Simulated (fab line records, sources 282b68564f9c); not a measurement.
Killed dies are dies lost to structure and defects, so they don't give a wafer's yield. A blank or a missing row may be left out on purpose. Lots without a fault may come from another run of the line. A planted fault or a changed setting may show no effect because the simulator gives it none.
A struck lot beside a sound one | flow rit_cmos | 15 steps out of a route of 202
Sound: wafers L956.3, L956.4, L956.5. Struck: wafers L947.2, L947.5, L947.6. The cause comes at the end.
At each step with rows: each side's tool, then ch and its chambers, then its first start. Under that, the readings that differ: sound wafers | struck wafers | difference of the means | sigmas: that difference in standard deviations of wafers without a fault.
alike: readings whose means differ by less than 2 such deviations, and words and numbers that are the same on both sides. not compared: withheld readings, readings that some wafer has no value for, bounds like >300 that may hide the same value, and numbers for which the record gives no deviation and whose values overlap.
The two part at a step that has a row with sigmas, a row that says differs or no value, or rows on one side only. Numbers that don't overlap but have no deviation are shown without sigmas and don't part them. A reading that every wafer of one side lacks parts them only if that side has two wafers or more.

RIT_ACTIVE_THK_MEAS_02:
  sound on film_metro-01, day 4 18:47; struck on film_metro-01, day 2 19:56
  alike: ACTIVE_OXIDE_THK
then, 1 step without rows for these wafers: RIT_ACTIVE_CVD_03 (deposits Si3N4 from SiH2Cl2/NH3, target thk 150 nm, time 1500 s).
RIT_ACTIVE_THK_MEAS_04:
  sound on film_metro-01, day 4 20:15; struck on film_metro-03, day 2 21:54
  alike: ACTIVE_NITRIDE_THK
then, 6 steps without rows for these wafers: RIT_ACTIVE_HMDS_05 (prime time 60 s); RIT_ACTIVE_COAT_06 (resist thk 1007 nm); RIT_ACTIVE_SOFTBAKE_07 (time 60 s); RIT_ACTIVE_EXPOSE_08 (exposes mask M1, target cd 1400 nm); RIT_ACTIVE_PEB_09; RIT_ACTIVE_DEVELOP_10 (develop time 50 s).
RIT_ACTIVE_CD_MEAS_11: target cd 1400 nm.
  sound on cd_sem-02, day 4 21:19; struck on cd_sem-01, day 2 23:03
  alike: cd_nm
then, 1 step without rows for these wafers: RIT_ACTIVE_HARDBAKE_12 (time 60 s).
RIT_ACTIVE_ETCH_13: etches Si3N4 in SF6, stops on SiO2, time 210 s, target depth 210 nm.
  sound on rie_diel-03 ch 0,2,3, day 4 21:32; struck on rie_diel-01 ch 1,2, day 2 23:18
  alike: SF6_flow_sccm, drypump_motor_current_A, oes_product_au, throttle_valve_pct
  not compared: rf_hours_counter_h
RIT_ACTIVE_STRIP_14: strips in O2, time 180 s.
  sound on plasma_asher-01 ch 0,1, day 4 21:44; struck on plasma_asher-04 ch 0,1, day 2 23:26
  no value came back on the struck wafers for chamber_pressure_mTorr (mTorr), drypump_motor_current_A (A); on the sound wafers chamber_pressure_mTorr (mTorr) reads 4003 3998 4002
  reading                                     | sound | struck            | difference | sigmas
  model.NOVOLAK_of_ACTIVE_COAT_06.thk_nm (nm) | 0 0 0 | 658.8 659.4 659.8 | +659.3     |
  not compared: rf_hours_counter_h
RIT_ACTIVE_CD_MEAS_90: target cd 1400 nm.
  sound on cd_sem-02, day 4 21:53; struck on cd_sem-02, day 2 23:38
  alike: cd_nm
RIT_M1_PROBE_99:
  sound on prober-01, day 7 00:31; struck on prober-02, day 4 20:34
  reading             | sound  | struck      | difference | sigmas
  killed_at_front_end | 9 4 15 | 264 264 264 | +255       | +75
  killed_dies         | 9 4 15 | 264 264 264 | +255       | +75
  killed_on_rim       | 2 0 4  | 70 70 70    | +68        | +52
  alike: killed_open, killed_short

WHERE THEY PART
First at RIT_ACTIVE_STRIP_14; last, within this record, at RIT_M1_PROBE_99.

WHY: what the simulator had put in
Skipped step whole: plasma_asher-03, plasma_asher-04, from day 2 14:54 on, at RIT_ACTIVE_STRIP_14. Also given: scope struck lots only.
